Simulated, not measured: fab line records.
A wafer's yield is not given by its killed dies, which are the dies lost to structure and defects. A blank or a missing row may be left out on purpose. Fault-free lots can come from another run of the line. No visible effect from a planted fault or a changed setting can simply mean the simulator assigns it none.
2 desks, one fault ; flow rit-cmos ; every desk sees just its own numbers, and what lay behind them comes last

## METROLOGY DESK
Lot by lot, what the gauges showed, no matter which tool ran the lot: averages of those sampled wafers that carry a number. A lot is out of limits, marked OUT, if its mean lies more than 4 standard deviations from the usual mean; the brackets give that distance.
Columns: A = cd-nm at RIT_CONTACT_CD_MEAS_08, usual 1000.2 nm
lot;first seen here;A
L231;day 3 09:27;1001.3
L233;day 3 19:34;1000.9
L234;day 3 21:10;1003.4
L236;day 4 05:51;1003.1
L238;day 4 13:53;1001.9
L239;day 4 20:16;999.2
L241;day 5 05:58;1000.0
L242;day 5 10:16;997.5
L245;day 6 02:09;1001.9
L249;day 6 21:32;998.7
L251;day 7 08:22;998.9
L252;day 7 12:41;999.8
L253;day 7 18:37;998.6
L254;day 8 04:02;1001.1
Finding of this desk: none of the 14 lots has anything out of limits.

## DESK OF THE TOOL OWNER: litho-track-01
Per lot that ran on this tool, the mean of the sampled wafers carrying a number, from the tool's own readings at RIT_M1_SOFTBAKE_05 (time 60 s). A lot is out of limits, marked OUT, if its mean lies more than 4 standard deviations from the usual mean; the brackets give that distance.
Columns: A = chill-plate-temp-C at RIT_M1_SOFTBAKE_05, usual 23.00 C; B = heater-power-total-W at RIT_M1_SOFTBAKE_05, usual 34.56 W; C = plate-temp-C at RIT_M1_SOFTBAKE_05, usual 90.04 C
lot;first seen here;A;B;C
L234;day 3 23:06;23.05;34.60;89.96
L236;day 4 07:48;22.90;34.52;89.87
L242;day 5 12:11;22.98;34.54;90.11
L245;day 6 04:04;23.03;35.81 (+25) OUT;92.50 (+19) OUT
L249;day 6 23:31;23.01;35.82 (+25) OUT;92.58 (+20) OUT
This desk's finding: out of limits on L245, L249; first on L245, day 6 04:04 (heater-power-total-W at RIT_M1_SOFTBAKE_05). L234, L236, L242: within limits.

## PUT TOGETHER
The tool owner's desk could have raised an alarm at day 6 04:04, on L245, L249.
From the metrology desk's view, nothing was out of limits.
The metrology desk has L245, L249 on record, within its limits.
All the named lots went through RIT_M1_SOFTBAKE_05 on litho-track-01.

## WHAT THE SIMULATOR PUT IN
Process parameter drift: litho-track-01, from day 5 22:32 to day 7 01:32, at RIT_M1_SOFTBAKE_05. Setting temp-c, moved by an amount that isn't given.
Struck lots among those shown: L245, L249.
Delay in hours, fault start to first out-of-limits reading, by desk: the tool owner's desk at 6.
